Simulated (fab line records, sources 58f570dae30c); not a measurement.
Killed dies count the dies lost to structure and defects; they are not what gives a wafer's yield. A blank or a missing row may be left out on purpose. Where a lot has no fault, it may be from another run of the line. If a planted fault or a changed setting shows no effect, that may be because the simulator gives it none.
Split-lot trial	flow berkeleyCmos170	on a route of 331 steps: 5 lots, 27 wafers read

THE SPLIT
At UCB170_SPACER_ETCHBACK_03 (etches SiO2 in CHF3/CF4/Ar, stops on Si, target depth 376 nm, time 100 s), the setting targetDepthA was moved away from the recipe's 3760 angstrom on 9 of the 27 wafers read, by -40.2% to +59.9%. The other wafers ran this setting at the recipe's value.

The reading is taken at the split's own step.

THE READING
oesProductAu, in a.u., at UCB170_SPACER_ETCHBACK_03 (etches SiO2 in CHF3/CF4/Ar, stops on Si, target depth 376 nm, time 100 s). A value of 0.895 a.u. with a standard deviation of 0.013 a.u. is what fault-free wafers of this fab line usually give.

wafer	tool, chamber at the split	targetDepthA as run, angstrom	against the recipe	oesProductAu, a.u.	against lot-mates on the recipe
L074.1	rieDiel-02, 1	3760	recipe	0.888	-
L074.2	rieDiel-02, 0	3760	recipe	0.875	-
L074.3	rieDiel-02, 2	6012	+59.9%	0.672	-0.215
L074.4	rieDiel-02, 3	6012	+59.9%	0.665	-0.222
L074.5	rieDiel-02, 3	3760	recipe	0.897	-
L074.6	rieDiel-02, 2	6012	+59.9%	0.675	-0.212
L077.1	rieDiel-02, 3	3760	recipe	0.876	-
L077.2	rieDiel-02, 2	3760	recipe	0.899	-
L077.3	rieDiel-02, 1	3760	recipe	0.898	-
L077.4	rieDiel-02, 0	2250	-40.2%	0.977	+0.086
L077.5	rieDiel-02, 1	2250	-40.2%	0.994	+0.103
L077.6	rieDiel-02, 2	2250	-40.2%	0.987	+0.096
L079.1	rieDiel-03, 2	3760	recipe	0.892	-
L079.2	rieDiel-03, 1	3760	recipe	0.928	-
L079.4	rieDiel-03, 3	3760	recipe	0.901	-
L080.1	rieDiel-02, 3	3760	recipe	0.880	-
L080.2	rieDiel-02, 2	3760	recipe	0.892	-
L080.3	rieDiel-02, 1	3760	recipe	0.898	-
L080.4	rieDiel-02, 0	3760	recipe	0.889	-
L080.5	rieDiel-02, 0	3760	recipe	0.887	-
L080.6	rieDiel-02, 1	3760	recipe	0.905	-
L083.1	rieDiel-04, 0	3760	recipe	0.880	-
L083.2	rieDiel-04, 3	5886	+56.5%	0.663	-0.227
L083.3	rieDiel-04, 2	5886	+56.5%	0.684	-0.206
L083.4	rieDiel-04, 1	5886	+56.5%	0.666	-0.224
L083.5	rieDiel-04, 1	3760	recipe	0.892	-
L083.6	rieDiel-04, 2	3760	recipe	0.899	-

THE FIT
A straight line over all 27 wafers: oesProductAu changes by -0.00344 a.u. for each +1% of targetDepthA; r = -0.98; the points scatter about the line by 0.02 a.u.
The same after taking each lot's own level away (the mean of its wafers on the recipe; 27 wafers): -0.00339 a.u. for each +1%; r = -0.99; scatter 0.018 a.u.
According to that fit, moving targetDepthA by its largest amount changes the reading by 0.2 a.u.
Across the lots, their own levels run from 0.8867 to 0.9070 a.u., a range of 1.6 times the standard deviation given above.
So the lot-to-lot level changes the slope little: the two slopes agree.
Check: with one of the wafers moved furthest among these (+59.9%) left out of the fit, the line predicts -0.212 a.u. for it against its lot-mates. It came out at -0.215 a.u. against them.
Tool readings at the split's step, against how far the setting was moved: oesProductAu r = -0.98.

OTHER SPLITS APPLIED TO THESE WAFERS
Note: prior to the reading, these wafers also went through further splits. Each is held against what the fit with the lots' levels taken away leaves over:
other split on the same wafers	wafers away from the commonest value	r with oesProductAu (lot level and that fit taken away)
UCB170_ZERO_ETCH_06 targetDepthA	9	+0.32
UCB170_NWELL_ETCH_13 targetDepthA	6	+0.04

THE WHOLE CHAIN: every reading that the file lists as answering this split, in the file's order
step	what it does	reading	change (the file's fit)	r (the file's)
UCB170_SPACER_ETCHBACK_03	etches SiO2 in CHF3/CF4/Ar, stops on Si, target depth 376 nm, time 100 s	oesProductAu	-0.00347 a.u. for each +1% of the setting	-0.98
UCB170_SPACER_ETCHBACK_03	etches SiO2 in CHF3/CF4/Ar, stops on Si, target depth 376 nm, time 100 s	etch.depthNm (the simulator's own value, which no gauge read)	not straight: 276.4 at the lowest setting, 373 at the recipe, 378.6 at the highest	not given
UCB170_M3_PROBE_99		etest.pldd.lineOhmUm (the simulator's own value, which no gauge read)	not straight: 1827 at the lowest setting, 1812 at the recipe, 6.959 at the highest	not given
UCB170_M3_PROBE_99		etest.nldd.lineOhmUm (the simulator's own value, which no gauge read)	not straight: 1271 at the lowest setting, 1249 at the recipe, 6.792 at the highest	not given
UCB170_M3_PROBE_99		etest.pldd.rsOhmSq (the simulator's own value, which no gauge read)	not straight: 1134 at the lowest setting, 1121 at the recipe, 4.129 at the highest	not given
UCB170_M3_PROBE_99		etest.nldd.rsOhmSq (the simulator's own value, which no gauge read)	not straight: 787.7 at the lowest setting, 774.9 at the recipe, 4.045 at the highest	not given

THE FILE'S OWN FIT
oesProductAu changes by -0.00347 a.u. for each +1% of targetDepthA, r = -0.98.
